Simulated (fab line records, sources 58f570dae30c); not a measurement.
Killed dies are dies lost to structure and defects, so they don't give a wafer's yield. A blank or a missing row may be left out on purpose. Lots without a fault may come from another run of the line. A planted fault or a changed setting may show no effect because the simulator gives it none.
Which tool did it? | flow berkeley_cmos170 | 7 lots, 21 wafers sampled, at 1 step of a route of 331

WHAT THE GAUGES READ, wafer by wafer
UCB170_WELLDRIVE_THK_MEAS_02.
lot  | measured    | on            | WELLDRIVE_OXIDE_THK (nm)
L515 | day 3 12:34 | film_metro-04 | 192 196 196
L517 | day 4 06:19 | film_metro-01 | 201 198 198
L519 | day 4 20:24 | film_metro-01 | 202 204 200
L521 | day 5 04:26 | film_metro-03 | 197 197 197
L530 | day 7 00:33 | film_metro-03 | 206 203 203
L533 | day 7 18:04 | film_metro-04 | 207 206 205
L536 | day 8 01:17 | film_metro-03 | 198 201 200

WHICH TOOL RAN EACH LOT (tool, then ch and the chambers of the sampled wafers, then the start)
The record holds no process step before these readings.

THE ANSWER, worked out from the rows above alone
Rule: what is usual is taken from the lots themselves. Put in order of their means at a reading, lots are off if they are a third of the lots or fewer, leave a main group of 4 or more, and stand apart from it by a gap of 3 or more times the standard deviation of the main group's means; of several such gaps the widest counts. A main group whose means are all the same, to the digits that the tables above print for the reading, isn't used. A lot without any number at a reading at which 4 lots or more have one is off too. The other lots that the step has rows for count as sound.
No lot is off at any reading shown: from this, nothing can be told.

WHAT THE SIMULATOR HAD PUT IN
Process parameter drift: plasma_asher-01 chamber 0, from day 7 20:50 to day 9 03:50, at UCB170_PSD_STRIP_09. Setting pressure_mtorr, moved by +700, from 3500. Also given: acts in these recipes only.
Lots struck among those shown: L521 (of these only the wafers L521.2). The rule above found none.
